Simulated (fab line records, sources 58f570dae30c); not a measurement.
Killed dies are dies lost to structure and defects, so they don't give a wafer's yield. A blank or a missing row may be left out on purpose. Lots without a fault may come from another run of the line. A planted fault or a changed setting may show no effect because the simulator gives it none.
fab line records | flow berkeley_cmos170
record lots=5 wafers=15 last_day=9
route steps=331 shown ACTIVE@78 PFIELD@79 FIELD@89 SACOX@97 SCREENOX@100 NVT@104 PVT@115 GATE@125
lots that met no fault: from a run of the same line without faults
start_h: hours from the record's first day to the start of the lot's first wafer shown | wait_h: hours since the lot's step before | " the same as in the row above | L1.1+2: a row that stands for several wafers | - no value, or no start given | * or withheld: withheld | < > ~ a bound
route shown NAME@n: a module of which the file shows steps, and the number in the route of the first | usual: mean/standard deviation of fault-free wafers | same: alike in all rows | chamber/n: place in a boat | sites: the reading at each site | _std_site: their standard deviation | _edge_site: outer sites' mean less inner sites' | radius_mm: how far each site lies from the wafer's centre | mask NAME#n: copy n | behind: the tool/chamber that last shaped the wafer | hold: why the lot was held/for how many hours/how that ended | device: the transistor (n, p or np) that didn't switch | end of line: the same wafers' tests at the end of the route | a step without rows: its recipe alone | killed: dies lost to structure and defects at the first sort, not the wafer's yield | map: a wafer's dies, x killed, . not, _ none there
set.NAME: the setting as run; set.NAME@STEP: as run at that earlier step | model.NAME: the simulator's own value behind a step, which no gauge read
lots at some steps of the route; a table a step, a row a wafer
services: from which hour (start_h, from the record's first day; less than 0 if before it) a tool's chamber was out of use, for how many hours, and why
## steps
# step UCB170_ACTIVE_CLEAN_17
# recipe chemistry=SPM temp_c=120 time_s=600
# columns lot.wafer tool chamber start_h wait_h
L075.1+5+6 wet_bench-04 0 81.15 0.1
L080.3+4+5 wet_bench-02 1 98.89 0.1
L079.1+2+3 wet_bench-02 1 99.59 0.4
L081.1+3+5 wet_bench-04 0 120.47 0.1
L084.1+3+5 wet_bench-02 3 138.75 0.1
# step UCB170_PFIELD_HMDS_00
# recipe prime_time_s=60 prime_temp_c=100
# columns lot.wafer tool chamber start_h wait_h
L075.1+5+6 litho_track-01 0 81.54 0.2
L080.3+4+5 litho_track-01 0 99.67 0.6
L079.1+2+3 litho_track-03 0 100.14 0.4
L081.1+3+5 litho_track-03 0 120.65 0.0
L084.1+3+5 litho_track-04 0 139.27 0.3
# step UCB170_PFIELD_COAT_01
# recipe resist=KrF spin_rpm=1500 resist_thk_nm=900
# columns lot.wafer tool chamber start_h wait_h
L075.1+5+6 litho_track-01 0 81.69 0.1
L080.3+4+5 litho_track-01 0 99.82 0.1
L079.1+2+3 litho_track-03 0 100.29 0.1
L081.1+3+5 litho_track-03 0 120.80 0.1
L084.1+3+5 litho_track-04 0 139.42 0.1
# step UCB170_PFIELD_SOFTBAKE_02
# recipe resist=KrF temp_c=130 time_s=60
# columns lot.wafer tool chamber start_h wait_h
L075.1+5+6 litho_track-01 0 81.84 0.1
L080.3+4+5 litho_track-01 0 99.97 0.1
L079.1+2+3 litho_track-03 0 100.44 0.1
L081.1+3+5 litho_track-03 0 120.95 0.1
L084.1+3+5 litho_track-04 0 139.57 0.1
# step UCB170_PFIELD_EXPOSE_03
# recipe mask_id=PFIELD na=0.5 sigma_outer=0.6 source_shape=conventional target_cd_nm=1500 dose_mj=30
# columns lot.wafer tool chamber start_h wait_h mask
L075.1+5+6 krf_scanner-02 0 81.99 0.1 PFIELD#0
L080.3+4+5 krf_scanner-01 0 - - PFIELD#0
L079.1+2+3 krf_scanner-02 0 100.77 0.3 PFIELD#0
L081.1+3+5 krf_scanner-01 0 121.22 0.2 PFIELD#0
L084.1+3+5 krf_scanner-01 0 139.72 0.1 PFIELD#0
# step UCB170_PFIELD_PEB_04
# recipe peb_temp_c=130 peb_time_s=withheld resist=KrF
# columns lot.wafer tool chamber start_h wait_h
L075.1+5+6 litho_track-04 0 82.16 0.1
L080.3+4+5 litho_track-04 0 - -
L079.1+2+3 litho_track-03 0 101.76 1.0
L081.1+3+5 litho_track-03 0 121.34 0.1
L084.1+3+5 litho_track-03 0 140.02 0.3
# step UCB170_PFIELD_DEVELOP_05
# recipe developer=TMAH develop_time_s=45 resist=KrF dev_temp_c=21
# columns lot.wafer tool chamber start_h wait_h
L075.1+5+6 litho_track-04 0 - -
L080.3+4+5 litho_track-04 0 - -
L079.1+2+3 litho_track-03 0 - -
L081.1+3+5 litho_track-03 0 - -
L084.1+3+5 litho_track-03 0 - -
# step UCB170_PFIELD_OVL_MEAS_06
# usual PFIELD_OVL=-1/5.7
# columns lot.wafer tool chamber start_h wait_h PFIELD_OVL[nm]
L075.1 overlay-02 - 82.43 - 1
L075.5 " - " " 0
L075.6 " - " " 2
L080.3 overlay-02 - 101.64 - 7
L080.4 " - " " 4
L080.5 " - " " 2
L079.1 overlay-02 - 102.04 - 4
L079.2 " - " " 3
L079.3 " - " " -1
L081.1 overlay-02 - 121.61 - 7
L081.3 " - " " 2
L081.5 " - " " 2
L084.1 overlay-01 - 140.30 - 4
L084.3 " - " " 0
L084.5 " - " " -10
# step UCB170_PFIELD_IMPLANT_07
# recipe species=B dose_cm2=2e+13 energy_kev=80 tilt_deg=7
# columns lot.wafer tool chamber start_h wait_h
L075.1+5+6 implanter-01 0 82.47 0.0
L080.3+4+5 implanter-01 0 101.71 0.1
L079.1+2+3 implanter-01 0 102.07 0.0
L081.1+3+5 implanter-04 0 121.65 0.0
L084.1+3+5 implanter-04 0 140.33 0.0
# step UCB170_PFIELD_STRIP_08
# recipe chemistry=O2 power_w=400 pressure_mtorr=3500 platen_temp_c=withheld o2_flow_sccm=400 overash_fraction=0.5
# usual drypump_motor_current_A=5.6/0.47 oes_product_au=0.734/0.0041 strip_time_to_endpoint_s=21.67/0.065
# columns lot.wafer tool chamber start_h wait_h drypump_motor_current_A oes_product_au rf_hours_counter_h strip_time_to_endpoint_s
L075.1 plasma_asher-03 0 82.62 0.1 5.8 0.730 39 21.62
L075.5 " 0 " " 5.8 0.729 - 21.70
L075.6 " 1 " " 5.9 0.741 - 21.68
L080.3 plasma_asher-04 1 101.85 0.1 6.5 0.732 - 21.65
L080.4 " 0 " " 5.8 0.734 - 21.68
L080.5 " 0 " " 5.8 0.739 - 21.65
L079.1 plasma_asher-03 1 102.22 0.1 5.9 0.730 42 21.69
L079.2 " 0 " " 5.8 0.736 42 21.76
L079.3 " 1 " " 5.9 0.734 - 21.76
L081.1 plasma_asher-01 1 121.80 0.1 5.0 0.742 43 21.70
L081.3 " 0 " " 5.3 0.739 - 21.65
L081.5 " 1 " " 5.0 0.728 - 21.66
L084.1 plasma_asher-04 1 140.48 0.1 6.5 0.736 2 21.65
L084.3 " 0 " " 5.8 0.732 - 21.58
L084.5 " 0 " " 5.8 0.731 - 21.66
# step UCB170_PFIELD_TW_MEAS_09
# usual PFIELD_TW=600/3.3
# columns lot.wafer tool chamber start_h wait_h PFIELD_TW
L075.1 film_metro-03 - 82.74 0.1 592
L075.5 " - " " 595
L075.6 " - " " 596
L080.3 film_metro-03 - 101.99 0.1 598
L080.4 " - " " 601
L080.5 " - " " 599
L079.1 film_metro-03 - 102.32 0.1 599
L079.2 " - " " 596
L079.3 " - " " 598
L081.1 film_metro-04 - 121.90 0.1 602
L081.3 " - " " 603
L081.5 " - " " 600
L084.1 film_metro-03 - 140.58 0.1 601
L084.3 " - " " 602
L084.5 " - " " 600
# step UCB170_FIELD_CLEAN_00
# recipe chemistry=dHF dilution=25:1 time_s=7.5
# columns lot.wafer tool chamber start_h wait_h
L075.1+5+6 wet_bench-04 1 82.80 0.1
L080.3+4+5 wet_bench-02 0 102.03 0.0
L079.1+2+3 wet_bench-02 3 102.47 0.1
L081.1+3+5 wet_bench-01 0 121.96 0.1
L084.1+3+5 wet_bench-02 0 140.64 0.1
# step UCB170_FIELD_OXIDATION_01
# recipe temp_c=1000 ambient=H2O p_h2o_torr=584.62 target_thk_a=5583 ox_time_s=7200
# usual spike_tc_centre_C=1002.6/1.1
# columns lot.wafer tool chamber start_h wait_h spike_tc_centre_C
L075.1 furnace-04 0 85.40 2.6 1002.8
L075.5 " 0 " " 1002.1
L075.6 " 0 " " 1002.3
L079.1 furnace-04 0 103.14 0.7 1003.4
L079.2 " 0 " " 1004.7
L079.3 " 0 " " 1002.8
L080.3 furnace-04 0 103.14 1.1 1002.8
L080.4 " 0 " " 1001.0
L080.5 " 0 " " 1004.2
L081.1 furnace-04 0 131.49 9.5 1001.7
L081.3 " 0 " " 1002.5
L081.5 " 0 " " 1002.4
L084.1 furnace-01 0 141.66 1.0 1002.5
L084.3 " 0 " " 1001.6
L084.5 " 0 " " 1002.2
# step UCB170_FIELD_THK_MEAS_02
# recipe reads=SiO2_of_FIELD_OXIDATION_01
# usual FIELD_OXIDE_THK=558/9.2
# columns lot.wafer tool chamber start_h wait_h FIELD_OXIDE_THK[nm]
L075.1 film_metro-01 - 88.40 0.0 557
L075.5 " - " " 564
L075.6 " - " " 565
L080.3 film_metro-04 - 106.16 0.0 577
L080.4 " - " " 575
L080.5 " - " " 570
L079.1 film_metro-02 - 106.20 0.1 547
L079.2 " - " " 550
L079.3 " - " " 544
L081.1 film_metro-01 - 134.53 0.0 550
L081.3 " - " " 540
L081.5 " - " " 536
L084.1 film_metro-01 - 144.67 0.0 572
L084.3 " - " " 566
L084.5 " - " " 564
# step UCB170_FIELD_ANNEAL_03
# recipe temp_c=1000 time_s=1200 ambient=N2
# usual spike_tc_centre_C=1002.1/1.1
# columns lot.wafer tool chamber start_h wait_h spike_tc_centre_C
L075.1 furnace-01 0 90.44 2.0 1002.2
L075.5 " 0 " " 1001.8
L075.6 " 0 " " 1001.8
L079.1 furnace-04 0 111.99 5.8 1001.9
L079.2 " 0 " " 1002.9
L079.3 " 0 " " 1003.5
L080.3 furnace-04 0 111.99 5.8 1002.6
L080.4 " 0 " " 1003.5
L080.5 " 0 " " 1003.0
L081.1 furnace-01 0 138.83 4.3 1003.2
L081.3 " 0 " " 1000.2
L081.5 " 0 " " 1002.4
L084.1 furnace-01 0 147.49 2.8 1001.3
L084.3 " 0 " " 1002.0
L084.5 " 0 " " 1001.2
# step UCB170_FIELD_WET_ETCH_04
# recipe chemistry=dHF dilution=10:1 target=SiO2 temp_c=25 time_s=60
# columns lot.wafer tool chamber start_h wait_h
L075.1+5+6 wet_bench-04 1 91.77 0.0
L079.1+2+3 wet_bench-02 0 113.33 0.0
L080.3+4+5 wet_bench-02 1 113.33 0.0
L081.1+3+5 wet_bench-02 1 140.21 0.0
L084.1+3+5 wet_bench-01 0 148.83 0.0
# step UCB170_FIELD_WET_ETCH_05
# recipe chemistry=H3PO4 target=Si3N4 temp_c=160 time_s=12600
# columns lot.wafer tool chamber start_h wait_h
L075.1+5+6 wet_bench-01 2 91.80 0.0
L079.1+2+3 wet_bench-01 0 113.35 0.0
L080.3+4+5 wet_bench-01 0 113.35 0.0
L081.1+3+5 wet_bench-01 3 140.23 0.0
L084.1+3+5 wet_bench-01 1 148.85 0.0
# step UCB170_FIELD_WET_ETCH_06
# recipe chemistry=BOE dilution=5:1 target=SiO2 temp_c=25 time_s=22
# columns lot.wafer tool chamber start_h wait_h
L075.1+5+6 wet_bench-01 3 95.89 0.6
L079.1+2+3 wet_bench-04 3 116.86 0.0
L080.3+4+5 wet_bench-04 0 116.86 0.0
L081.1+3+5 wet_bench-01 1 144.60 0.2
L084.1+3+5 wet_bench-01 1 152.56 0.2
# step UCB170_FIELD_THK_MEAS_90
# recipe reads=SiO2_of_FIELD_OXIDATION_01
# usual FIELD_OXIDE_LEFT_1_THK=441/9.2
# columns lot.wafer tool chamber start_h wait_h FIELD_OXIDE_LEFT_1_THK[nm]
L075.1 film_metro-02 - 95.90 0.0 439
L075.5 " - " " 446
L075.6 " - " " 446
L079.1 film_metro-01 - 116.93 0.1 431
L079.2 " - " " 434
L079.3 " - " " 428
L080.3 film_metro-02 - 116.96 0.1 460
L080.4 " - " " 459
L080.5 " - " " 454
L081.1 film_metro-04 - 144.61 0.0 435
L081.3 " - " " 424
L081.5 " - " " 421
L084.1 film_metro-04 - 152.57 0.0 458
L084.3 " - " " 451
L084.5 " - " " 449
# step UCB170_SACOX_CLEAN_00
# recipe chemistry=dHF dilution=25:1 time_s=7.5
# columns lot.wafer tool chamber start_h wait_h
L075.1+5+6 wet_bench-01 2 96.25 0.3
L079.1+2+3 wet_bench-01 2 116.99 0.1
L080.3+4+5 wet_bench-03 1 117.00 0.0
L081.1+3+5 wet_bench-01 0 144.81 0.2
L084.1+3+5 wet_bench-02 2 152.69 0.1
# step UCB170_SACOX_OXIDATION_01
# recipe temp_c=900 ambient=O2 target_thk_a=144 ox_time_s=2400
# usual spike_tc_centre_C=902.5/1.1
# columns lot.wafer tool chamber start_h wait_h spike_tc_centre_C
L075.1 furnace-04 0 97.53 1.3 902.8
L075.5 " 0 " " 902.5
L075.6 " 0 " " 902.2
L079.1 furnace-04 0 125.19 8.2 904.3
L079.2 " 0 " " 903.4
L079.3 " 0 " " 903.3
L080.3 furnace-04 0 125.19 8.2 903.8
L080.4 " 0 " " 902.6
L080.5 " 0 " " 901.3
L081.1 furnace-03 0 145.61 0.8 902.5
L081.3 " 0 " " 901.3
L081.5 " 0 " " 901.2
L084.1 furnace-02 0 154.14 1.4 902.2
L084.3 " 0 " " 901.3
L084.5 " 0 " " 902.7
# step UCB170_SACOX_THK_MEAS_02
# recipe reads=SiO2_of_SACOX_OXIDATION_01
# usual SACOX_OXIDE_THK=14.34/0.25
# columns lot.wafer tool chamber start_h wait_h SACOX_OXIDE_THK[nm]
L075.1 film_metro-01 - 99.19 0.0 14.29
L075.5 " - " " 14.58
L075.6 " - " " 14.38
L079.1 film_metro-01 - 126.86 0.0 14.27
L079.2 " - " " 14.20
L079.3 " - " " 14.32
L080.3 film_metro-03 - 126.88 0.0 14.22
L080.4 " - " " 14.18
L080.5 " - " " 14.31
L081.1 film_metro-02 - 147.27 0.0 14.52
L081.3 " - " " 14.65
L081.5 " - " " 14.50
L084.1 film_metro-01 - 155.80 0.0 14.53
L084.3 " - " " 14.89
L084.5 " - " " 14.46
# step UCB170_SCREENOX_WET_ETCH_00
# recipe chemistry=dHF dilution=25:1 target=SiO2 temp_c=25 time_s=200
# columns lot.wafer tool chamber start_h wait_h
L075.1+5+6 wet_bench-01 1 99.41 0.2
L079.1+2+3 wet_bench-01 3 126.92 0.1
L080.3+4+5 wet_bench-01 0 126.92 0.0
L081.1+3+5 wet_bench-01 0 147.33 0.1
L084.1+3+5 wet_bench-04 2 155.86 0.1
# step UCB170_SCREENOX_OXIDATION_01
# recipe temp_c=900 ambient=O2 target_thk_a=144 ox_time_s=2400
# usual spike_tc_centre_C=902.0/1.1
# columns lot.wafer tool chamber start_h wait_h spike_tc_centre_C
L075.1 furnace-01 0 101.64 2.2 901.3
L075.5 " 0 " " 901.5
L075.6 " 0 " " 902.4
L079.1 furnace-01 0 129.56 2.6 900.2
L079.2 " 0 " " 902.9
L079.3 " 0 " " 901.7
L080.3 furnace-01 0 129.56 2.6 904.1
L080.4 " 0 " " 901.1
L080.5 " 0 " " 901.1
L081.1 furnace-03 0 148.52 1.1 903.3
L081.3 " 0 " " 902.2
L081.5 " 0 " " 902.0
L084.1 furnace-03 0 159.29 3.4 902.1
L084.3 " 0 " " 904.4
L084.5 " 0 " " 903.3
# step UCB170_SCREENOX_THK_MEAS_02
# recipe reads=SiO2_of_SCREENOX_OXIDATION_01
# usual SCREENOX_OXIDE_THK=14.34/0.23
# columns lot.wafer tool chamber start_h wait_h SCREENOX_OXIDE_THK[nm]
L075.1 film_metro-04 - 103.31 0.0 14.56
L075.5 " - " " 14.56
L075.6 " - " " 14.25
L079.1 film_metro-04 - 131.23 0.0 14.46
L079.2 " - " " 14.47
L079.3 " - " " 14.53
L080.3 film_metro-03 - 131.25 0.0 14.52
L080.4 " - " " 14.72
L080.5 " - " " 14.59
L081.1 film_metro-04 - 150.19 0.0 14.12
L081.3 " - " " 14.32
L081.5 " - " " 14.12
L084.1 film_metro-03 - 160.96 0.0 14.22
L084.3 " - " " 14.46
L084.5 " - " " 14.41
# step UCB170_SCREENOX_ANNEAL_03
# recipe temp_c=900 time_s=900 ambient=N2
# usual spike_tc_centre_C=901.9/0.98
# columns lot.wafer tool chamber start_h wait_h spike_tc_centre_C
L075.1 furnace-01 0 108.31 5.0 901.2
L075.5 " 0 " " 901.0
L075.6 " 0 " " 901.9
L079.1 furnace-03 0 138.51 7.3 903.2
L079.2 " 0 " " 903.5
L079.3 " 0 " " 902.5
L080.3 furnace-03 0 138.51 7.2 902.4
L080.4 " 0 " " 903.0
L080.5 " 0 " " 901.6
L081.1 furnace-01 0 150.33 0.1 900.6
L081.3 " 0 " " 901.3
L081.5 " 0 " " 901.9
L084.1 furnace-03 0 162.21 1.2 903.4
L084.3 " 0 " " 901.8
L084.5 " 0 " " 902.6
# step UCB170_NVT_HMDS_00
# recipe prime_time_s=60 prime_temp_c=100
# columns lot.wafer tool chamber start_h wait_h
L075.1+5+6 litho_track-04 0 109.56 0.0
L079.1+2+3 litho_track-02 0 139.76 0.0
L080.3+4+5 litho_track-04 0 139.81 0.1
L081.1+3+5 litho_track-04 0 151.93 0.4
L084.1+3+5 litho_track-02 0 163.47 0.0
# step UCB170_NVT_COAT_01
# recipe resist=KrF spin_rpm=1500 resist_thk_nm=900
# columns lot.wafer tool chamber start_h wait_h
L075.1+5+6 litho_track-04 0 109.71 0.1
L079.1+2+3 litho_track-02 0 139.91 0.1
L080.3+4+5 litho_track-04 0 139.96 0.1
L081.1+3+5 litho_track-04 0 152.08 0.1
L084.1+3+5 litho_track-02 0 163.62 0.1
# step UCB170_NVT_SOFTBAKE_02
# recipe resist=KrF temp_c=130 time_s=60
# columns lot.wafer tool chamber start_h wait_h
L075.1+5+6 litho_track-04 0 109.86 0.1
L079.1+2+3 litho_track-02 0 140.06 0.1
L080.3+4+5 litho_track-04 0 140.11 0.1
L081.1+3+5 litho_track-04 0 152.23 0.1
L084.1+3+5 litho_track-02 0 163.77 0.1
# step UCB170_NVT_EXPOSE_03
# recipe mask_id=PWELL target_cd_nm=3000 na=0.5 sigma_outer=0.6 source_shape=conventional dose_mj=30
# columns lot.wafer tool chamber start_h wait_h mask
L075.1+5+6 krf_scanner-02 0 110.13 0.2 PWELL#0
L079.1+2+3 krf_scanner-02 0 140.21 0.1 PWELL#0
L080.3+4+5 krf_scanner-01 0 140.49 0.4 PWELL#0
L081.1+3+5 krf_scanner-02 0 152.38 0.1 PWELL#0
L084.1+3+5 krf_scanner-01 0 163.92 0.1 PWELL#0
# step UCB170_NVT_PEB_04
# recipe peb_temp_c=130 peb_time_s=withheld resist=KrF
# columns lot.wafer tool chamber start_h wait_h
L075.1+5+6 litho_track-04 0 110.25 0.1
L079.1+2+3 litho_track-04 0 140.32 0.1
L080.3+4+5 litho_track-02 0 140.61 0.1
L081.1+3+5 litho_track-01 0 153.01 0.6
L084.1+3+5 litho_track-01 0 164.26 0.3
# step UCB170_NVT_DEVELOP_05
# recipe developer=TMAH develop_time_s=45 resist=KrF dev_temp_c=21
# columns lot.wafer tool chamber start_h wait_h
L075.1+5+6 litho_track-04 0 - -
L079.1+2+3 litho_track-04 0 - -
L080.3+4+5 litho_track-02 0 - -
L081.1+3+5 litho_track-01 0 - -
L084.1+3+5 litho_track-01 0 - -
# step UCB170_NVT_OVL_MEAS_06
# usual NVT_OVL=0/5.3
# columns lot.wafer tool chamber start_h wait_h NVT_OVL[nm]
L075.1 overlay-01 - 110.52 - 1
L075.5 " - " " 2
L075.6 " - " " 7
L079.1 overlay-02 - 140.60 - 1
L079.2 " - " " -3
L079.3 " - " " 1
L080.3 overlay-01 - 140.85 - 5
L080.4 " - " " 3
L080.5 " - " " 3
L081.1 overlay-01 - 153.29 - 0
L081.3 " - " " -5
L081.5 " - " " -1
L084.1 overlay-02 - 164.54 - -6
L084.3 " - " " -1
L084.5 " - " " 0
# step UCB170_NVT_IMPLANT_07
# recipe species=BF2 dose_cm2=3e+12 energy_kev=50 tilt_deg=7
# columns lot.wafer tool chamber start_h wait_h
L075.1+5+6 implanter-02 0 110.56 0.0
L079.1+2+3 implanter-02 0 140.63 0.0
L080.3+4+5 implanter-03 0 140.93 0.1
L081.1+3+5 implanter-02 0 153.32 0.0
L084.1+3+5 implanter-04 0 164.57 0.0
# step UCB170_NVT_STRIP_08
# recipe chemistry=O2 power_w=400 pressure_mtorr=3500 platen_temp_c=withheld o2_flow_sccm=400 overash_fraction=0.5
# usual drypump_motor_current_A=5.6/0.34 oes_product_au=0.734/0.005 strip_time_to_endpoint_s=21.63/0.058
# columns lot.wafer tool chamber start_h wait_h drypump_motor_current_A oes_product_au rf_hours_counter_h strip_time_to_endpoint_s
L075.1 plasma_asher-01 0 110.71 0.1 5.3 0.738 42 21.68
L075.5 " 0 " " 5.3 0.733 - 21.74
L075.6 " 1 " " 5.0 0.734 - 21.68
L079.1 plasma_asher-02 1 140.78 0.1 5.9 0.731 35 21.66
L079.2 " 0 " " 5.6 0.731 35 21.70
L079.3 " 1 " " 5.9 0.738 - 21.73
L080.3 plasma_asher-03 0 141.06 0.1 5.8 0.726 - 21.61
L080.4 " 1 " " 5.9 0.730 - 21.62
L080.5 " 1 " " 5.9 0.728 - 21.62
L081.1 plasma_asher-03 0 153.47 0.1 5.8 0.731 47 21.71
L081.3 " 0 " " 5.8 0.732 - 21.56
L081.5 " 0 " " 5.8 0.734 - 21.63
L084.1 plasma_asher-03 0 164.72 0.1 5.8 0.729 48 21.62
L084.3 " 0 " " 5.8 0.729 - 21.55
L084.5 " 0 " " 5.8 0.731 - 21.59
# step UCB170_NVT_TW_MEAS_09
# usual NVT_TW=524.3/2.3
# columns lot.wafer tool chamber start_h wait_h NVT_TW
L075.1 film_metro-03 - 110.81 0.1 522.2
L075.5 " - " " 523.4
L075.6 " - " " 519.8
L079.1 film_metro-04 - 140.88 0.1 526.2
L079.2 " - " " 523.2
L079.3 " - " " 524.4
L080.3 film_metro-02 - 141.15 0.1 521.4
L080.4 " - " " 524.7
L080.5 " - " " 524.2
L081.1 film_metro-02 - 153.57 0.1 522.3
L081.3 " - " " 524.2
L081.5 " - " " 522.4
L084.1 film_metro-02 - 164.82 0.1 524.6
L084.3 " - " " 524.4
L084.5 " - " " 525.6
# step UCB170_NVT_CLEAN_10
# recipe chemistry=SPM temp_c=120 time_s=600
# columns lot.wafer tool chamber start_h wait_h
L075.1+5+6 wet_bench-04 1 110.96 0.1
L079.1+2+3 wet_bench-04 1 140.94 0.1
L080.3+4+5 wet_bench-03 0 141.19 0.0
L081.1+3+5 wet_bench-02 2 153.63 0.1
L084.1+3+5 wet_bench-03 1 164.91 0.1
# step UCB170_PVT_HMDS_00
# recipe prime_time_s=60 prime_temp_c=100
# columns lot.wafer tool chamber start_h wait_h
L075.1+5+6 litho_track-02 0 111.13 0.0
L079.1+2+3 litho_track-03 0 141.14 0.0
L080.3+4+5 litho_track-01 0 141.43 0.1
L081.1+3+5 litho_track-02 0 154.05 0.2
L084.1+3+5 litho_track-02 0 165.55 0.4
# step UCB170_PVT_COAT_01
# recipe resist=KrF spin_rpm=1500 resist_thk_nm=900
# columns lot.wafer tool chamber start_h wait_h
L075.1+5+6 litho_track-02 0 111.28 0.1
L079.1+2+3 litho_track-03 0 141.29 0.1
L080.3+4+5 litho_track-01 0 141.58 0.1
L081.1+3+5 litho_track-02 0 154.20 0.1
L084.1+3+5 litho_track-02 0 165.70 0.1
# step UCB170_PVT_SOFTBAKE_02
# recipe resist=KrF temp_c=130 time_s=60
# columns lot.wafer tool chamber start_h wait_h
L075.1+5+6 litho_track-02 0 111.43 0.1
L079.1+2+3 litho_track-03 0 141.44 0.1
L080.3+4+5 litho_track-01 0 141.73 0.1
L081.1+3+5 litho_track-02 0 154.35 0.1
L084.1+3+5 litho_track-02 0 165.85 0.1
# step UCB170_PVT_EXPOSE_03
# recipe mask_id=NWELL target_cd_nm=3000 na=0.5 sigma_outer=0.6 source_shape=conventional dose_mj=30
# columns lot.wafer tool chamber start_h wait_h mask
L075.1+5+6 krf_scanner-02 0 111.71 0.2 NWELL#0
L079.1+2+3 krf_scanner-02 0 141.59 0.1 NWELL#0
L080.3+4+5 krf_scanner-02 0 141.87 0.1 NWELL#0
L081.1+3+5 krf_scanner-02 0 154.50 0.1 NWELL#0
L084.1+3+5 krf_scanner-01 0 166.00 0.1 NWELL#0
# step UCB170_PVT_PEB_04
# recipe peb_temp_c=130 peb_time_s=withheld resist=KrF
# columns lot.wafer tool chamber start_h wait_h
L075.1+5+6 litho_track-01 0 111.83 0.1
L079.1+2+3 litho_track-02 0 141.72 0.1
L080.3+4+5 litho_track-01 0 141.99 0.1
L081.1+3+5 litho_track-02 0 154.61 0.1
L084.1+3+5 litho_track-01 0 166.26 0.2
# step UCB170_PVT_DEVELOP_05
# recipe developer=TMAH develop_time_s=45 resist=KrF dev_temp_c=21
# columns lot.wafer tool chamber start_h wait_h
L075.1+5+6 litho_track-01 0 - -
L079.1+2+3 litho_track-02 0 - -
L080.3+4+5 litho_track-01 0 - -
L081.1+3+5 litho_track-02 0 - -
L084.1+3+5 litho_track-01 0 - -
# step UCB170_PVT_OVL_MEAS_06
# usual PVT_OVL=4/4.9
# columns lot.wafer tool chamber start_h wait_h PVT_OVL[nm]
L075.1 overlay-01 - 112.10 - 16
L075.5 " - " " 8
L075.6 " - " " 2
L079.1 overlay-01 - 142.00 - 6
L079.2 " - " " 16
L079.3 " - " " 7
L080.3 overlay-02 - 142.23 - 5
L080.4 " - " " 15
L080.5 " - " " 2
L081.1 overlay-01 - 154.89 - 10
L081.3 " - " " 4
L081.5 " - " " 9
L084.1 overlay-02 - 166.54 - 2
L084.3 " - " " 4
L084.5 " - " " 4
# step UCB170_PVT_IMPLANT_07
# recipe species=P dose_cm2=2e+12 energy_kev=30 tilt_deg=7
# columns lot.wafer tool chamber start_h wait_h
L075.1+5+6 implanter-01 0 112.14 0.0
L079.1+2+3 implanter-01 0 142.03 0.0
L080.3+4+5 implanter-02 0 142.30 0.1
L081.1+3+5 implanter-02 0 154.92 0.0
L084.1+3+5 implanter-02 0 166.57 0.0
# step UCB170_PVT_STRIP_08
# recipe chemistry=O2 power_w=400 pressure_mtorr=3500 platen_temp_c=withheld o2_flow_sccm=400 overash_fraction=0.5
# usual drypump_motor_current_A=5.89/0.26 oes_product_au=0.734/0.0052 strip_time_to_endpoint_s=21.68/0.065
# columns lot.wafer tool chamber start_h wait_h drypump_motor_current_A oes_product_au rf_hours_counter_h strip_time_to_endpoint_s
L075.1 plasma_asher-03 0 112.29 0.1 5.78 0.728 43 21.62
L075.5 " 1 " " 5.90 0.732 - 21.64
L075.6 " 0 " " 5.79 0.725 - 21.60
L079.1 plasma_asher-04 1 142.18 0.1 6.45 0.726 2 21.77
L079.2 " 0 " " 5.78 0.734 2 21.80
L079.3 " 0 " " 5.80 0.729 - 21.76
L080.3 plasma_asher-02 0 142.44 0.1 5.55 0.732 - 21.73
L080.4 " 1 " " 5.93 0.732 - 21.74
L080.5 " 0 " " 5.56 0.730 - 21.72
L081.1 plasma_asher-02 0 155.07 0.1 5.55 0.731 36 21.67
L081.3 " 1 " " 5.90 0.734 - 21.62
L081.5 " 1 " " 5.93 0.744 - 21.67
L084.1 plasma_asher-02 1 166.72 0.1 5.91 0.728 38 21.62
L084.3 " 1 " " 5.90 0.739 - 21.59
L084.5 " 1 " " 5.91 0.729 - 21.58
# step UCB170_PVT_TW_MEAS_09
# usual PVT_TW=508.4/2.4
# columns lot.wafer tool chamber start_h wait_h PVT_TW
L075.1 film_metro-02 - 112.39 0.1 510.6
L075.5 " - " " 511.2
L075.6 " - " " 508.9
L079.1 film_metro-01 - 142.28 0.1 508.6
L079.2 " - " " 512.3
L079.3 " - " " 511.8
L080.3 film_metro-04 - 142.52 0.1 504.5
L080.4 " - " " 503.0
L080.5 " - " " 504.6
L081.1 film_metro-04 - 155.17 0.1 507.6
L081.3 " - " " 505.0
L081.5 " - " " 506.0
L084.1 film_metro-01 - 166.93 0.2 512.4
L084.3 " - " " 508.8
L084.5 " - " " 512.9
# step UCB170_GATE_WET_ETCH_00
# recipe chemistry=dHF dilution=25:1 target=SiO2 temp_c=25 time_s=200
# columns lot.wafer tool chamber start_h wait_h
L075.1+5+6 wet_bench-04 3 112.45 0.1
L079.1+2+3 wet_bench-04 0 142.34 0.1
L080.3+4+5 wet_bench-04 3 142.56 0.0
L081.1+3+5 wet_bench-02 1 155.23 0.1
L084.1+3+5 wet_bench-01 0 166.99 0.1
# step UCB170_FIELD_THK_MEAS_91
# recipe reads=SiO2_of_FIELD_OXIDATION_01
# usual FIELD_OXIDE_LEFT_2_THK=353/9.2
# columns lot.wafer tool chamber start_h wait_h FIELD_OXIDE_LEFT_2_THK[nm]
L075.1 film_metro-04 - 112.51 0.0 350
L075.5 " - " " 357
L075.6 " - " " 357
L079.1 film_metro-02 - 142.41 0.0 343
L079.2 " - " " 346
L079.3 " - " " 339
L080.3 film_metro-01 - 142.66 0.0 373
L080.4 " - " " 371
L080.5 " - " " 366
L081.1 film_metro-02 - 155.36 0.1 347
L081.3 " - " " 335
L081.5 " - " " 332
L084.1 film_metro-02 - 167.08 0.0 370
L084.3 " - " " 363
L084.5 " - " " 360
## services
# columns tool chamber start_h hours kind
krf_scanner-01 - 58.72 4.0 pm
implanter-04 - 68.74 16.1 repair
furnace-04 - 70.24 3.0 pm
krf_scanner-02 - 70.35 0.8 pm
krf_scanner-01 - 72.98 1.0 pm
implanter-03 - 76.22 5.5 pm
implanter-02 - 77.36 4.0 repair
krf_scanner-01 - 80.24 1.3 pm
furnace-02 - 83.75 2.5 pm
implanter-01 - 84.64 3.5 pm
implanter-03 - 84.81 6.8 repair
krf_scanner-01 - 90.11 3.9 repair
implanter-03 - 91.52 1.2 repair
furnace-02 - 100.51 37.9 repair
krf_scanner-01 - 105.61 0.1 repair
krf_scanner-02 - 107.21 1.3 pm
plasma_asher-04 - 108.77 9.0 pm
plasma_asher-04 0 108.77 9.0 vent_cycle
krf_scanner-02 - 109.38 0.4 repair
krf_scanner-01 0 125.48 - calibration
krf_scanner-02 - 144.38 0.3 repair
furnace-02 - 145.95 4.2 pm
krf_scanner-02 0 164.84 - calibration
plasma_asher-04 - 164.98 2.8 pm
## key
fault none
